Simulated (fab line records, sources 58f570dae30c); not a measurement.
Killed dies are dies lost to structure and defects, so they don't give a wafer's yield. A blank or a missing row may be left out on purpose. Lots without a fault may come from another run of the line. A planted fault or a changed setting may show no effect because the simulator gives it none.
Which tool did it? | flow berkeley_cmos170 | 15 lots, 45 wafers sampled, at 4 steps of a route of 331

WHAT THE GAUGES READ, wafer by wafer
UCB170_V1_CD_MEAS_12: target cd 700 nm. Usual: cd_nm 700.1 nm, standard deviation 1.4.
lot  | measured     | on        | cd_nm (nm)        | flag
L570 | day 8 11:04  | cd_sem-02 | 699.6 699.4 698.7 |
L571 | day 8 10:55  | cd_sem-01 | 699.8 701.0 699.9 |
L573 | day 9 00:10  | cd_sem-01 | 699.9 700.5 701.2 |
L572 | day 8 21:55  | cd_sem-01 | 701.3 702.4 703.4 |
L574 | day 9 09:25  | cd_sem-01 | 698.3 699.8 699.3 |
L575 | day 9 07:48  | cd_sem-01 | 700.0 698.2 699.7 |
L577 | day 10 09:30 | cd_sem-01 | 699.9 700.5 700.1 |
L578 | day 10 07:59 | cd_sem-01 | 700.2 698.7 699.7 |
L579 | day 10 08:16 | cd_sem-01 | 699.9 699.3 700.7 |
L580 | day 10 17:01 | cd_sem-02 | 701.3 701.8 701.4 |
L582 | day 10 19:07 | cd_sem-01 | 698.2 699.3 697.9 |
L587 | day 12 01:44 | cd_sem-02 | 701.2 701.1 701.2 |
L588 | day 12 05:51 | cd_sem-01 | 701.7 701.2 700.5 |
L590 | day 12 18:41 | cd_sem-01 | 699.5 701.3 698.1 |
L593 | day 13 12:07 | cd_sem-01 | 699.8 698.9 699.9 |

UCB170_V2_BOW_MEAS_03. Usual: V2_BOW 36 um, standard deviation 7.2.
lot  | measured     | on            | V2_BOW (um) | flag
L570 | day 8 14:56  | film_metro-02 | 33 25 38    |
L571 | day 8 14:40  | film_metro-04 | 44 40 45    |
L573 | day 9 03:44  | film_metro-04 | 36 28 44    |
L572 | day 9 01:41  | film_metro-02 | 34 37 31    |
L574 | day 9 13:07  | film_metro-04 | 40 39 27    |
L575 | day 9 11:23  | film_metro-03 | 27 48 31    |
L577 | day 10 13:13 | film_metro-03 | 38 33 47    |
L578 | day 10 12:04 | film_metro-04 | 40 37 23    |
L579 | day 10 13:06 | film_metro-04 | 29 42 43    |
L580 | day 10 22:17 | film_metro-02 | 30 27 32    |
L582 | day 11 00:17 | film_metro-03 | 27 40 29    |
L587 | day 12 05:23 | film_metro-04 | 36 45 56    |
L588 | day 12 09:41 | film_metro-04 | 36 50 47    |
L590 | day 12 23:06 | film_metro-04 | 46 40 49    |
L593 | day 13 15:46 | film_metro-04 | 31 27 39    |

UCB170_V2_CD_MEAS_90: target cd 700 nm. Usual: cd_nm 700.6 nm, standard deviation 1.6.
lot  | measured     | on        | cd_nm (nm)        | flag
L570 | day 8 16:56  | cd_sem-02 | 700.3 699.2 702.1 |
L571 | day 8 16:37  | cd_sem-01 | 700.9 699.7 701.2 |
L573 | day 9 05:50  | cd_sem-02 | 700.3 700.0 701.4 |
L572 | day 9 03:19  | cd_sem-01 | 700.2 701.4 701.3 |
L574 | day 9 14:46  | cd_sem-02 | 701.9 701.6 702.1 |
L575 | day 9 13:33  | cd_sem-01 | 702.0 700.7 701.0 |
L577 | day 10 15:23 | cd_sem-02 | 701.9 702.5 702.4 |
L578 | day 10 13:58 | cd_sem-01 | 699.0 699.3 698.8 |
L579 | day 10 15:07 | cd_sem-01 | 699.2 700.5 701.7 |
L580 | day 10 23:55 | cd_sem-02 | 702.3 702.4 703.4 |
L582 | day 11 02:29 | cd_sem-01 | 698.6 697.4 699.2 |
L587 | day 12 07:11 | cd_sem-01 | 700.0 700.1 700.7 |
L588 | day 12 11:55 | cd_sem-01 | 698.9 698.4 699.9 |
L590 | day 13 00:58 | cd_sem-01 | 700.9 702.1 700.9 |
L593 | day 13 17:50 | cd_sem-02 | 700.6 703.2 701.2 |

WHICH TOOL RAN EACH LOT (tool, then ch and the chambers of the sampled wafers, then the start)
lot  | UCB170_NWELL_WET_ETCH_18
L570 | wet_bench-03 ch 1, day 2 08:46
L571 | wet_bench-02 ch 2, day 2 15:02
L573 | wet_bench-03 ch 1, day 3 00:21
L572 | wet_bench-02 ch 3, day 3 00:28
L574 | wet_bench-02 ch 0, day 3 08:57
L575 | wet_bench-04 ch 3, day 3 18:16
L577 | wet_bench-03 ch 2, day 4 04:53
L578 | wet_bench-02 ch 1, day 4 06:33
L579 | wet_bench-02 ch 2, day 4 06:33
L580 | wet_bench-02 ch 0, day 4 17:13
L582 | wet_bench-03 ch 2, day 5 00:34
L587 | wet_bench-02 ch 1, day 6 00:07
L588 | wet_bench-02 ch 0, day 6 07:50
L590 | wet_bench-02 ch 2, day 6 17:29
L593 | wet_bench-03 ch 3, day 7 14:02
- UCB170_NWELL_WET_ETCH_18: etches Si3N4 in H3PO4, time 14400 s.

WHAT THE TOOLS THEMSELVES READ (means of the sampled wafers that have a number; where no wafer has one, the mark that the record gives instead)
UCB170_NWELL_WET_ETCH_18. Usual: temp_c 159.98 C, standard deviation 0.18.
lot  | tool         | temp_c (C) | flag
L570 | wet_bench-03 | 160.26     |
L571 | wet_bench-02 | 160.09     |
L573 | wet_bench-03 | 159.91     |
L572 | wet_bench-02 | 159.99     |
L574 | wet_bench-02 | 160.35     |
L575 | wet_bench-04 | 159.77     |
L577 | wet_bench-03 | 160.07     |
L578 | wet_bench-02 | 160.08     |
L579 | wet_bench-02 | 159.88     |
L580 | wet_bench-02 | 159.87     |
L582 | wet_bench-03 | 159.83     |
L587 | wet_bench-02 | 159.95     |
L588 | wet_bench-02 | 160.15     |
L590 | wet_bench-02 | 159.97     |
L593 | wet_bench-03 | 159.93     |

THE ANSWER, worked out from the rows above alone
Rule: a lot is off if the mean of its wafers that have a number lies more than 3 standard deviations from the usual mean. A lot without any number at a reading at which 4 lots or more have one is off too. The other lots that the step has rows for count as sound. The gauges are gone through in route order, then the tools' own readings, and for those a lot's mean is taken as printed above. The first step at which some lot is off is used, and at that step the reading that is off furthest; a lot without a number counts as furthest.
No lot is off at any reading shown: from this, nothing can be told.

WHAT THE SIMULATOR HAD PUT IN
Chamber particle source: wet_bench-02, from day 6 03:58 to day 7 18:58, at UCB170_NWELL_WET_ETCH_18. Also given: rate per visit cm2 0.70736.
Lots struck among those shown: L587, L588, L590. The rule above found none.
